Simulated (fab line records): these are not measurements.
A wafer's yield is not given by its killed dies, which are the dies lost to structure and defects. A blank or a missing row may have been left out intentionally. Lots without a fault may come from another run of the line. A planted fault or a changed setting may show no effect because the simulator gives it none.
Matching of chambers || flow berkeley-cmos170 || UCB170_V1_CMP_02 on cmp-01: 4 sister chambers
The step polishes SiO2. 4 wafers are shown with their chamber, then 7 later ones without.

## WAFERS, EACH WITH ITS CHAMBER
{"wafer": "L579.2", "chamber": 0, "motor-current-A (A)": 18.0}
{"wafer": "L579.6", "chamber": 1, "motor-current-A (A)": 14.4}
{"wafer": "L581.1", "chamber": 3, "motor-current-A (A)": 17.2}
{"wafer": "L581.4", "chamber": 2, "motor-current-A (A)": 17.3}

## WAFERS WITHOUT THEIR CHAMBER
{"wafer": "L581.5", "motor-current-A (A)": 17.6}
{"wafer": "L592.1", "motor-current-A (A)": 15.2}
{"wafer": "L592.4", "motor-current-A (A)": 18.2}
{"wafer": "L592.6", "motor-current-A (A)": 18.3}
{"wafer": "L594.1", "motor-current-A (A)": 17.6}
{"wafer": "L594.3", "motor-current-A (A)": 17.6}
{"wafer": "L594.4", "motor-current-A (A)": 14.4}

## EACH ONE'S CHAMBER
{"wafer": "L581.5", "from the rows above": "can't be placed: 2 or 0 or 3", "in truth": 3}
{"wafer": "L592.1", "from the rows above": 1, "in truth": 1}
{"wafer": "L592.4", "from the rows above": "can't be placed: 0 or 2", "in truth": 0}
{"wafer": "L592.6", "from the rows above": "can't be placed: 0 or 2", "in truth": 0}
{"wafer": "L594.1", "from the rows above": "can't be placed: 2 or 0 or 3", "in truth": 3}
{"wafer": "L594.3", "from the rows above": "can't be placed: 2 or 0 or 3", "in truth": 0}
{"wafer": "L594.4", "from the rows above": 1, "in truth": 1}
Placed correctly: 2 of 7. Can't be placed from these rows: 5 (the true chamber is among the candidates in 5). 0 placed wrongly.
How it was worked out, from the rows above alone: a wafer's distance from a chamber is the root of the sum, over the readings, of the square of ((its reading less the chamber's mean) divided by the reading's scatter). The wafer belongs to the nearest chamber; if the next one is less than 2 further off, it can't be placed. Each chamber's mean is taken over the wafers shown for it. The scatter: with one shown wafer a chamber, the root of the mean of the squares of how far each hidden wafer lies from its nearest shown one.
